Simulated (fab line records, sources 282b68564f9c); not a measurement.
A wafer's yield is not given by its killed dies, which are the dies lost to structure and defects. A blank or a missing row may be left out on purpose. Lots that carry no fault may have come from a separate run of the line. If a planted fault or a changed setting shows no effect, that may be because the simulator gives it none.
Struck lot and sound lot, side by side / flow rit-cmos / 23 out of 202 route steps
Sound: these wafers, L691.1, L691.2, L691.5. Wafers struck: L695.3, L695.4, L695.5. Last of all comes the cause.
At each step with rows: each side's tool, then ch and its chambers, then its first start. Under that, the readings that differ: sound wafers / struck wafers / difference of the means / sigmas: that difference in standard deviations of wafers without a fault.
alike: words and numbers the same on both sides, and readings whose means are apart by under 2 such deviations; not compared: readings that were withheld, readings missing a value for some wafer, numbers with overlapping values and no deviation given by the record, and bounds like >300 which may hide the same value.
Wherever a step has rows on one side only, a row that says differs or no value, or a row with sigmas, the two part there. When numbers do not overlap yet have no deviation, they are printed without sigmas and do not part them. Lack of a reading on every wafer of one side parts them only where that side has two or more wafers.

RIT_SDANNEAL_RS_MEAS_06: the measuring method here is four-point-probe.
  sound on film-metro-02 at day 3 06:52; struck on film-metro-04 at day 4 03:29
  alike: PLDD_RS
RIT_SDANNEAL_RS_MEAS_07: the measuring method here is four-point-probe.
  sound on film-metro-02 at day 3 06:59; struck on film-metro-04 at day 4 03:37
  alike: NLDD_RS
then, 1 step without rows for these wafers: RIT_SILICIDE_WET_ETCH_00 (etches SiO2 in BOE, target depth 14 nm, time 15 s).
RIT_SILICIDE_SPUTTER_01: material Ti, target thk 30 nm, time 240 s.
  sound on pvd-sputter-02 at day 3 07:07; struck on pvd-sputter-01 at day 4 03:42
  alike: cathode-dc-power-W, throttle-valve-pct
RIT_SILICIDE_RS_MEAS_02: the measuring method here is four-point-probe.
  sound on film-metro-03 at day 3 07:16; struck on film-metro-01 at day 4 03:53
  alike: SILICIDE_TI_RS
RIT_SILICIDE_THK_MEAS_03: measures by xrf.
  sound on film-metro-03 at day 3 07:23; struck on film-metro-01 at day 4 03:59
  alike: SILICIDE_TI_THK
RIT_SILICIDE_RTA_04: time 10 s, ramp up 5 s, ramp down 5 s.
  sound on rtp-anneal-01 ch 0, day 3 07:27; struck on rtp-anneal-02 ch 0, day 4 04:03
  alike: wafer_temp_C_max
then, 1 step without rows for these wafers: RIT_SILICIDE_WET_ETCH_05 (etches Ti in SPM, time 120 s).
RIT_SILICIDE_RTA_06: time 10 s, ramp up 5 s, ramp down 10 s.
  sound on rtp-anneal-02 ch 0, day 3 07:34; struck on rtp-anneal-02 ch 0, day 4 04:10
  alike: wafer_temp_C_max
RIT_CONTACT_CVD_00: deposits SiO2 from TEOS, target thk 400 nm, time 63.28 s.
  sound on pecvd-01 ch 0,1, day 3 07:38; struck on pecvd-04 ch 1,2, day 4 04:13
  alike: heater-power-w
RIT_CONTACT_THK_MEAS_01:
  sound on film-metro-04 at day 3 07:41; struck on film-metro-03 at day 4 04:17
  alike: CONTACT_TEOS_THK
then, 1 step without rows for these wafers: RIT_CONTACT_HMDS_02 (prime time 60 s).
RIT_CONTACT_COAT_03: resist thk 1000 nm.
  sound on litho-track-01 ch 0, day 3 07:59; struck on litho-track-04 ch 0, day 4 04:31
reading=spin-speed-rpm (rpm); sound=3252.0 3249.3 3251.7; struck=3148.7 3147.1 3150.0; difference=-102.4; sigmas=-47
reading=model.NOVOLAK_of_CONTACT_COAT_03.thk-nm (nm); sound=996.8 998.6 998.8; struck=1015 1014 1015; difference=+17; sigmas=
then, 4 steps without rows for these wafers: RIT_CONTACT_SOFTBAKE_04 (time 60 s); RIT_CONTACT_EXPOSE_05 (exposes mask M11, target cd 1000 nm); RIT_CONTACT_PEB_06; RIT_CONTACT_DEVELOP_07 (develop time 120 s).
RIT_CONTACT_CD_MEAS_08: target cd 1000 nm.
  sound on cd-sem-02 at day 3 08:47; struck on cd-sem-01 at day 4 05:20
  alike: cd-nm
RIT_CONTACT_OVL_MEAS_09:
  sound on overlay-02 at day 3 08:55; struck on overlay-02 at day 4 05:26
  alike: CONTACT_OVL
then, 1 step without rows for these wafers: RIT_CONTACT_HARDBAKE_10 (time 60 s).
RIT_CONTACT_ETCH_11: etches SiO2 in CHF3/CF4/Ar, stops on TiSi2, target depth 480 nm, time 320 s.
  sound on rie-diel-03 ch 0,1,3, day 3 09:06; struck on rie-diel-01 ch 0,2, day 4 05:36
reading=model.NOVOLAK_of_CONTACT_COAT_03.thk-nm (nm); sound=763.9 763 765.7; struck=781.7 781.3 781; difference=+17.1; sigmas=
  alike: drypump-motor-current-A, oes-product-au, throttle-valve-pct
  not compared: rf-hours-counter-h
RIT_CONTACT_STRIP_12: strips in O2, time 180 s.
  sound on plasma-asher-01 ch 0,1, day 3 09:17; struck on plasma-asher-01 ch 0,1, day 4 05:51
  alike: drypump-motor-current-A
  not compared: rf-hours-counter-h
RIT_M1_PROBE_99:
  record: rows for the struck wafers here (prober-01, day 4 10:41), none for the sound ones

WHERE THEY PART
At RIT_CONTACT_COAT_03 first; at RIT_M1_PROBE_99 last (within this record only).

WHY: what had been put in by the simulator
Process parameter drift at RIT_CONTACT_COAT_03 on litho-track-04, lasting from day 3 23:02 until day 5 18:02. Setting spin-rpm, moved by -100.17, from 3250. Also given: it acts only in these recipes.
